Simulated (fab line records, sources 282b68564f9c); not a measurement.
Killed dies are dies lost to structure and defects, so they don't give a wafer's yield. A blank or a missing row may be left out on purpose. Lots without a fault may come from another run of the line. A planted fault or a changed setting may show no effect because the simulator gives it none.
fab line records | flow rit_cmos
record lots=13 wafers=39 last_day=8
route steps=202 shown ACTIVE@5 M1@196
lots that met no fault: from a run of the same line without faults
start_h: hours from the record's first day to the start of the lot's first wafer shown | wait_h: hours since the lot's step before | " the same as in the row above | L1.1+2: a row that stands for several wafers | - no value, or no start given | * or withheld: withheld | < > ~ a bound
route shown NAME@n: a module of which the file shows steps, and the number in the route of the first | usual: mean/standard deviation of fault-free wafers | same: alike in all rows | chamber/n: place in a boat | sites: the reading at each site | _std_site: their standard deviation | _edge_site: outer sites' mean less inner sites' | radius_mm: how far each site lies from the wafer's centre | mask NAME#n: copy n | behind: the tool/chamber that last shaped the wafer | hold: why the lot was held/for how many hours/how that ended | device: the transistor (n, p or np) that didn't switch | end of line: the same wafers' tests at the end of the route | a step without rows: its recipe alone | killed: dies lost to structure and defects at the first sort, not the wafer's yield | map: a wafer's dies, x killed, . not, _ none there
set.NAME: the setting as run; set.NAME@STEP: as run at that earlier step | model.NAME: the simulator's own value behind a step, which no gauge read
steps of the route over a sample of lots; a table a step, a row a wafer
services: from which hour (start_h, from the record's first day; less than 0 if before it) a tool's chamber was out of use, for how many hours, and why
## steps
# step RIT_ACTIVE_THK_MEAS_04
# recipe reads=Si3N4_of_ACTIVE_CVD_03
# usual ACTIVE_NITRIDE_THK=150.0/1.3
# columns lot.wafer tool chamber start_h wait_h ACTIVE_NITRIDE_THK[nm]
L178.2 film_metro-01 - 13.56 0.0 150.1
L178.4 " - " " 150.8
L178.6 " - " " 149.4
L183.3 film_metro-01 - 44.83 0.0 149.4
L183.4 " - " " 149.3
L183.5 " - " " 148.7
L184.3 film_metro-04 - 44.83 0.0 150.0
L184.4 " - " " 148.8
L184.6 " - " " 150.5
L185.1 film_metro-03 - 49.00 0.0 150.9
L185.4 " - " " 149.5
L185.5 " - " " 150.5
L186.3 film_metro-01 - 54.45 0.0 148.5
L186.4 " - " " 149.1
L186.5 " - " " 148.7
L187.2 film_metro-01 - 59.80 0.0 147.7
L187.3 " - " " 146.9
L187.4 " - " " 148.3
L188.4 film_metro-03 - 64.67 0.0 151.5
L188.5 " - " " 151.6
L188.6 " - " " 151.4
L190.2 film_metro-03 - 73.88 0.0 149.0
L190.3 " - " " 149.6
L190.5 " - " " 148.8
L193.2 film_metro-03 - 90.15 0.0 151.4
L193.4 " - " " 150.6
L193.6 " - " " 150.3
L196.1 film_metro-04 - 103.53 0.0 149.5
L196.2 " - " " 149.6
L196.5 " - " " 150.8
L197.3 film_metro-01 - 108.55 0.0 151.0
L197.4 " - " " 150.3
L197.6 " - " " 150.8
L199.1 film_metro-04 - 118.53 0.0 149.9
L199.2 " - " " 149.9
L199.6 " - " " 150.5
L200.1 film_metro-01 - 123.53 0.0 154.7
L200.2 " - " " 153.2
L200.3 " - " " 153.0
# step RIT_M1_METAL_ETCH_12
# recipe stop_on=SiO2 chemistry=Cl2/BCl3 target=Al time_s=165 over_etch_frac=0.5 pressure_mtorr=100 target_depth_a=6000 rf_w=250 Cl2_flow_sccm=60 bcl3_flow_sccm=50
# usual drypump_motor_current_A=5.5/0.46 oes_product_au=0.781/0.01 rf_fwd_power_W=249.1/0.71 throttle_valve_pct=8.27/0.12
# columns lot.wafer tool chamber start_h wait_h drypump_motor_current_A oes_product_au rf_fwd_power_W rf_hours_counter_h throttle_valve_pct
L178.2 rie_metal-02 0 65.61 0.2 5.7 0.777 249.6 4 8.14
L178.4 " 0 " " 5.7 0.790 248.3 - 8.13
L178.6 " 1 " " 5.7 0.776 248.9 - 8.46
L183.3 rie_metal-02 0 89.64 0.2 5.7 0.780 250.2 - 8.11
L183.4 " 1 " " 5.7 0.786 250.5 - 8.46
L183.5 " 1 " " 5.7 0.766 249.2 - 8.47
L184.3 rie_metal-04 1 89.98 0.2 4.8 0.791 249.0 - 8.24
L184.4 " 0 " " 4.8 0.801 249.6 - 8.15
L184.6 " 1 " " 4.8 0.793 249.2 - 8.25
L185.1 rie_metal-02 0 91.78 0.2 5.7 0.754 248.2 5 8.13
L185.4 " 1 " " 5.7 0.774 248.9 - 8.47
L185.5 " 0 " " 5.7 0.765 250.1 - 8.13
L186.3 rie_metal-01 1 102.80 0.2 6.0 0.785 248.6 - 8.29
L186.4 " 0 " " 5.8 0.798 249.1 - 8.28
L186.5 " 0 " " 5.8 0.780 249.1 - 8.30
L187.2 rie_metal-04 0 108.03 0.2 4.9 0.788 248.2 32 8.15
L187.3 " 0 " " 4.8 0.779 249.0 - 8.16
L187.4 " 1 " " 4.8 0.790 249.2 - 8.24
L188.4 rie_metal-02 1 108.34 0.1 5.7 0.786 247.9 - 8.47
L188.5 " 1 " " 5.7 0.772 248.3 - 8.48
L188.6 " 0 " " 5.7 0.777 248.7 - 8.12
L190.2 rie_metal-04 0 122.63 0.2 4.9 0.781 249.8 33 8.14
L190.3 " 0 " " 4.9 0.788 250.4 - 8.14
L190.5 " 1 " " 4.8 0.793 249.5 - 8.24
L193.2 rie_metal-02 0 136.74 0.2 5.7 0.782 249.2 5 8.13
L193.4 " 0 " " 5.6 0.777 249.5 - 8.14
L193.6 " 1 " " 5.7 0.778 424.3 - 8.46
L196.1 rie_metal-01 0 153.01 0.2 5.8 0.781 248.5 2 8.28
L196.2 " 1 " " 6.0 0.776 249.0 2 8.28
L196.5 " 1 " " 6.0 0.775 248.3 - 8.28
L197.3 rie_metal-04 1 157.93 0.2 4.8 0.767 249.5 - 8.24
L197.4 " 0 " " 4.8 0.758 250.1 - 8.18
L197.6 " 0 " " 4.8 0.766 249.4 - 8.16
L199.1 rie_metal-01 0 174.25 0.2 5.8 0.778 249.1 2 8.30
L199.2 " 1 " " 6.0 0.768 248.8 2 8.28
L199.6 " 1 " " 6.0 0.771 248.5 - 8.28
L200.1 rie_metal-04 1 183.44 0.2 4.8 0.786 248.9 0 8.26
L200.2 " 0 " " 4.9 0.768 248.7 0 8.16
L200.3 " 0 " " 4.9 0.766 248.4 - 8.15
# step RIT_M1_CD_MEAS_90
# recipe target_cd_nm=2600
# usual cd_nm=2600/3.1
# columns lot.wafer tool chamber start_h wait_h cd_nm
L178.2 cd_sem-02 - 66.14 0.1 2599
L178.4 " - " " 2604
L178.6 " - " " 2599
L183.3 cd_sem-01 - 90.14 0.1 2598
L183.4 " - " " 2596
L183.5 " - " " 2594
L184.3 cd_sem-01 - 90.51 0.1 2599
L184.4 " - " " 2596
L184.6 " - " " 2601
L185.1 cd_sem-01 - 92.29 0.1 2598
L185.4 " - " " 2595
L185.5 " - " " 2599
L186.3 cd_sem-01 - 103.30 0.1 2600
L186.4 " - " " 2603
L186.5 " - " " 2603
L187.2 cd_sem-01 - 108.58 0.1 2598
L187.3 " - " " 2599
L187.4 " - " " 2603
L188.4 cd_sem-01 - 108.86 0.1 2599
L188.5 " - " " 2597
L188.6 " - " " 2599
L190.2 cd_sem-02 - 123.37 0.1 2596
L190.3 " - " " 2600
L190.5 " - " " 2604
L193.2 cd_sem-02 - 137.29 0.1 2603
L193.4 " - " " 2601
L193.6 " - " " 2554
L196.1 cd_sem-01 - 153.69 0.1 2600
L196.2 " - " " 2599
L196.5 " - " " 2601
L197.3 cd_sem-02 - 158.64 0.1 2602
L197.4 " - " " 2599
L197.6 " - " " 2599
L199.1 cd_sem-01 - 174.76 0.1 2603
L199.2 " - " " 2600
L199.6 " - " " 2598
L200.1 cd_sem-01 - 183.95 0.1 2604
L200.2 " - " " 2597
L200.3 " - " " 2594
# step RIT_M1_PROBE_99
# usual defect_limited_yield=97.2/1.1 killed_at_M0_to_M3=0.0/0.2 killed_at_contacts=0.1/0.31 killed_at_front_end=7/3 killed_dies=7/3 killed_open=3.8/2.1 killed_short=3.6/1.9 sort_bin_3_pad_short=0.1/0.21 sort_bin_5_function=1.6/0.8 sort_bin_6_memory=1.1/0.66 sort_n_pass=257/3 sort_yield_pct=97.2/1.1
# same gross_dies=264 killed_at_M4_up=0 killed_at_back_side=0 killed_at_other=0
# columns lot.wafer tool chamber start_h wait_h defect_limited_yield[%] killed_at_M0_to_M3 killed_at_contacts killed_at_front_end killed_dies killed_open killed_short sort_bin_3_pad_short[%] sort_bin_5_function[%] sort_bin_6_memory[%] sort_n_pass sort_yield_pct[%]
L178.2 prober-01 - 67.91 0.1 98.5 0 0 4 4 1 3 0.4 0.4 0.8 260 98.5
L178.4 prober-01 - 68.01 0.2 97.7 1 0 5 6 3 3 0 0.8 1.5 258 97.7
L178.6 prober-01 - 68.11 0.2 96.6 0 0 9 9 6 3 0.4 1.9 1.1 255 96.6
L183.3 prober-02 - 91.94 0.2 98.5 1 0 3 4 1 3 0.4 1.1 0 260 98.5
L183.4 prober-02 - 91.99 0.2 99.6 0 0 1 1 0 1 0.4 0 0 263 99.6
L183.5 prober-02 - 92.04 0.2 98.5 0 0 4 4 1 3 0 1.5 0 260 98.5
L184.3 prober-01 - 93.44 0.2 96.6 1 0 8 9 5 4 0.4 1.9 1.1 255 96.6
L184.4 prober-01 - 93.49 0.2 97.7 0 0 6 6 3 3 0 1.1 1.1 258 97.7
L184.6 prober-01 - 93.59 0.2 96.6 0 0 9 9 2 7 0 1.9 1.5 255 96.6
L185.1 prober-02 - 94.84 0.1 95.1 0 0 13 13 6 7 0.4 3.4 1.1 251 95.1
L185.4 prober-02 - 94.99 0.2 96.2 0 0 10 10 5 5 0 2.7 1.1 254 96.2
L185.5 prober-02 - 95.04 0.2 96.6 0 0 9 9 4 5 0 2.7 0.8 255 96.6
L186.3 prober-01 - 105.10 0.2 97.0 0 0 8 8 2 6 0.8 1.5 0.8 256 97.0
L186.4 prober-01 - 105.15 0.2 96.2 1 1 8 10 5 5 0 2.3 1.5 254 96.2
L186.5 prober-01 - 105.20 0.2 97.7 0 0 6 6 4 2 0.4 1.5 0.4 258 97.7
L187.2 prober-02 - 110.35 0.1 97.0 1 0 7 8 5 3 0 1.5 1.5 256 97.0
L187.3 prober-02 - 110.40 0.2 97.7 0 0 6 6 1 5 0 1.1 1.1 258 97.7
L187.4 prober-02 - 110.45 0.2 98.1 0 0 5 5 2 3 0.4 1.1 0.4 259 98.1
L188.4 prober-01 - 111.95 0.2 97.7 0 0 6 6 4 2 0 1.5 0.8 258 97.7
L188.5 prober-01 - 112.00 0.2 98.5 0 0 4 4 2 2 0 0.8 0.8 260 98.5
L188.6 prober-01 - 112.05 0.2 98.1 0 0 5 5 3 2 0 1.1 0.8 259 98.1
L190.2 prober-01 - 125.14 0.1 98.1 0 0 5 5 2 3 0 1.1 0.8 259 98.1
L190.3 prober-01 - 125.19 0.2 97.7 0 0 6 6 3 3 0.4 1.1 0.8 258 97.7
L190.5 prober-01 - 125.29 0.2 95.8 0 0 11 11 8 3 0 2.3 1.9 253 95.8
L193.2 prober-02 - 139.06 0.1 98.5 0 1 3 4 2 2 0 0.4 1.1 260 98.5
L193.4 prober-02 - 139.16 0.2 97.3 0 0 7 7 4 3 0 1.1 1.5 257 97.3
L193.6 prober-02 - 139.26 0.2 97.0 3 1 4 8 5 0 0 1.1 1.9 256 97.0
L196.1 prober-01 - 155.43 0.1 96.2 0 0 10 10 4 6 0 2.7 1.1 254 96.2
L196.2 prober-01 - 155.48 0.1 97.0 0 0 8 8 4 4 0 1.9 1.1 256 97.0
L196.5 prober-01 - 155.63 0.2 94.7 0 0 14 14 8 6 0.4 2.3 2.7 250 94.7
L197.3 prober-02 - 160.44 0.2 97.7 0 0 6 6 3 3 0 1.9 0.4 258 97.7
L197.4 prober-02 - 160.49 0.2 97.7 0 0 6 6 3 3 0 1.9 0.4 258 97.7
L197.6 prober-02 - 160.59 0.2 98.9 0 0 3 3 2 1 0.4 0.8 0 261 98.9
L199.1 prober-02 - 176.50 0.1 99.2 0 0 2 2 1 1 0 0.4 0.4 262 99.2
L199.2 prober-02 - 176.55 0.1 97.3 0 0 7 7 4 3 0 1.5 1.1 257 97.3
L199.6 prober-02 - 176.75 0.2 97.3 0 0 7 7 1 6 0 1.1 1.5 257 97.3
L200.1 prober-01 - 185.69 0.1 98.1 0 0 5 5 2 2 0 1.1 0.8 259 98.1
L200.2 prober-01 - 185.74 0.1 98.5 0 0 4 4 4 0 0 0.8 0.8 260 98.5
L200.3 prober-01 - 185.79 0.2 96.2 0 0 10 10 4 6 0.8 1.5 1.5 254 96.2
# killed by level:class
L178.2 GATE:geometric_particle:short=2 REOX:geometric_particle:open=1 SPACER:geometric_particle:short=1
L178.4 GATE:geometric_particle:short=2 GATE:geometric_particle:open=2 SPACER:geometric_particle:open=1 M1:geometric_particle:short=1
L178.6 SILICIDE:geometric_particle:open=3 GATE:geometric_particle:open=1 GATE:geometric_particle:short=1 REOX:geometric_particle:open=1 SPACER:geometric_particle:short=1 SPACER:geometric_particle:open=1 SILICIDE:geometric_particle:short=1
L183.3 SPACER:geometric_particle:short=2 FOX2:geometric_particle:open=1 M1:geometric_particle:short=1
L183.4 SPACER:geometric_particle:short=1
L183.5 FOX1:geometric_particle:open=1 FOX1:geometric_particle:short=1 GATE:geometric_particle:short=1 SILICIDE:geometric_particle:short=1
L184.3 GATE:geometric_particle:short=2 FOX1:geometric_particle:short=1 FOX2:geometric_particle:open=1 FOX2:geometric_particle:short=1 GATE:geometric_particle:open=1 REOX:geometric_particle:open=1 SPACER:geometric_particle:open=1 M1:geometric_particle:open=1
L184.4 SILICIDE:geometric_particle:open=2 FOX1:geometric_particle:short=1 GATE:geometric_particle:open=1 SPACER:geometric_particle:short=1 REOX:geometric_particle:short=1
L184.6 GATE:geometric_particle:short=3 REOX:geometric_particle:short=3 FOX2:geometric_particle:open=2 SPACER:geometric_particle:short=1
L185.1 FOX1:geometric_particle:open=3 FOX1:geometric_particle:short=2 GATE:geometric_particle:short=2 SPACER:geometric_particle:short=2 FOX2:geometric_particle:open=1 REOX:geometric_particle:open=1 SPACER:geometric_particle:open=1 SILICIDE:geometric_particle:short=1
L185.4 GATE:geometric_particle:short=3 SPACER:geometric_particle:open=3 FOX1:geometric_particle:open=1 REOX:geometric_particle:open=1 REOX:geometric_particle:short=1 SILICIDE:geometric_particle:short=1
L185.5 FOX1:geometric_particle:short=2 SILICIDE:geometric_particle:open=2 FOX1:geometric_particle:open=1 FOX2:geometric_particle:short=1 GATE:geometric_particle:short=1 GATE:geometric_particle:open=1 SILICIDE:geometric_particle:short=1
L186.3 FOX2:geometric_particle:short=2 GATE:geometric_particle:short=2 REOX:geometric_particle:short=2 FOX2:geometric_particle:open=1 GATE:geometric_particle:open=1
L186.4 FOX2:geometric_particle:short=2 FOX2:geometric_particle:open=2 GATE:geometric_particle:open=1 GATE:geometric_particle:short=1 SPACER:geometric_particle:open=1 SILICIDE:geometric_particle:short=1 CONTACT:geometric_particle:open=1 M1:geometric_particle:short=1
L186.5 GATE:geometric_particle:open=3 GATE:geometric_particle:short=2 FOX1:geometric_particle:open=1
L187.2 REOX:geometric_particle:short=2 FOX2:geometric_particle:open=1 GATE:geometric_particle:open=1 REOX:geometric_particle:open=1 SPACER:geometric_particle:open=1 SILICIDE:geometric_particle:open=1 M1:geometric_particle:short=1
L187.3 GATE:geometric_particle:short=3 SPACER:geometric_particle:short=2 GATE:geometric_particle:open=1
L187.4 SPACER:geometric_particle:short=2 GATE:geometric_particle:short=1 GATE:geometric_particle:open=1 SPACER:geometric_particle:open=1
L188.4 SILICIDE:geometric_particle:open=3 GATE:geometric_particle:open=1 REOX:geometric_particle:short=1 SILICIDE:geometric_particle:short=1
L188.5 GATE:geometric_particle:short=2 FOX1:geometric_particle:open=1 FOX2:geometric_particle:open=1
L188.6 FOX1:geometric_particle:open=1 FOX1:geometric_particle:short=1 GATE:geometric_particle:short=1 GATE:geometric_particle:open=1 REOX:geometric_particle:open=1
L190.2 GATE:geometric_particle:short=2 FOX1:geometric_particle:open=1 REOX:geometric_particle:open=1 SPACER:geometric_particle:short=1
L190.3 GATE:geometric_particle:short=2 FOX1:geometric_particle:open=1 GATE:geometric_particle:open=1 SPACER:geometric_particle:short=1 SPACER:geometric_particle:open=1
L190.5 GATE:geometric_particle:open=4 FOX1:geometric_particle:short=2 FOX2:geometric_particle:open=2 REOX:geometric_particle:open=2 GATE:geometric_particle:short=1
L193.2 FOX1:geometric_particle:short=1 GATE:geometric_particle:open=1 SILICIDE:geometric_particle:open=1 CONTACT:geometric_particle:short=1
L193.4 GATE:geometric_particle:open=2 FOX1:geometric_particle:open=1 FOX2:geometric_particle:short=1 GATE:geometric_particle:short=1 REOX:geometric_particle:short=1 SPACER:geometric_particle:open=1
L193.6 M1:unspecified=3 FOX2:geometric_particle:open=2 GATE:geometric_particle:open=1 SPACER:geometric_particle:open=1 CONTACT:geometric_particle:open=1
L196.1 GATE:geometric_particle:short=4 GATE:geometric_particle:open=2 REOX:geometric_particle:open=2 FOX2:geometric_particle:short=1 REOX:geometric_particle:short=1
L196.2 FOX2:geometric_particle:short=2 REOX:geometric_particle:short=2 FOX1:geometric_particle:open=1 FOX2:geometric_particle:open=1 REOX:geometric_particle:open=1 SILICIDE:geometric_particle:open=1
L196.5 REOX:geometric_particle:open=4 FOX2:geometric_particle:short=2 GATE:geometric_particle:open=2 GATE:geometric_particle:short=2 REOX:geometric_particle:short=2 FOX2:geometric_particle:open=1 SILICIDE:geometric_particle:open=1
L197.3 SILICIDE:geometric_particle:open=2 SILICIDE:geometric_particle:short=2 REOX:geometric_particle:short=1 SPACER:geometric_particle:open=1
L197.4 GATE:geometric_particle:open=2 GATE:geometric_particle:short=2 FOX1:geometric_particle:open=1 FOX1:geometric_particle:short=1
L197.6 SPACER:geometric_particle:open=2 SPACER:geometric_particle:short=1
L199.1 GATE:geometric_particle:open=1 GATE:geometric_particle:short=1
L199.2 GATE:geometric_particle:open=3 REOX:geometric_particle:short=2 GATE:geometric_particle:short=1 REOX:geometric_particle:open=1
L199.6 GATE:geometric_particle:short=3 FOX1:geometric_particle:short=1 FOX2:geometric_particle:short=1 GATE:geometric_particle:open=1 SILICIDE:geometric_particle:short=1
L200.1 FOX1:geometric_particle:short=2 GATE:geometric_particle:open=1 SILICIDE:geometric_particle:open=1 PSD:coat_microbubble_printed=1
L200.2 FOX1:geometric_particle:open=2 REOX:geometric_particle:open=1 SPACER:geometric_particle:open=1
L200.3 SPACER:geometric_particle:short=4 SPACER:geometric_particle:open=4 GATE:geometric_particle:short=2
## services
# columns tool chamber start_h hours kind
rie_metal-01 - 64.45 1.4 pm
rie_metal-01 - 70.65 28.1 pm
rie_metal-01 - 116.02 2.8 pm
rie_metal-04 - 136.12 20.0 pm
rie_metal-04 0 136.12 20.0 vent_cycle
rie_metal-04 1 136.12 20.0 vent_cycle
rie_metal-04 0 156.12 - clean
rie_metal-04 1 156.12 - clean
## key
first_sign step=RIT_M1_METAL_ETCH_12 reading=rf_fwd_power_W direction=up sigmas=99+ usual=249.1 struck=424.3
effect step=RIT_M1_CD_MEAS_90 reading=cd_nm direction=down sigmas=15 usual=2600 struck=2554
effect step=RIT_M1_PROBE_99 reading=killed_at_M0_to_M3 direction=up sigmas=3 usual=0.0 struck=3
met_at RIT_M1_METAL_ETCH_12
struck_lots L193
struck_wafers L193.6
not_acting_at RIT_ACTIVE_THK_MEAS_04
onset_between 108.34 136.74
earlier_fault kind=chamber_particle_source tool=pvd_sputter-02 chamber=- onset_h=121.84 steps=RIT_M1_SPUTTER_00 rate_per_visit_cm2=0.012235 scope=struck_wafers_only
fault kind=process_parameter_drift tool=rie_metal-02 chamber=1 onset_h=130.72 steps=RIT_M1_METAL_ETCH_12 channel=rf_w offset=175 shape=step stated=250
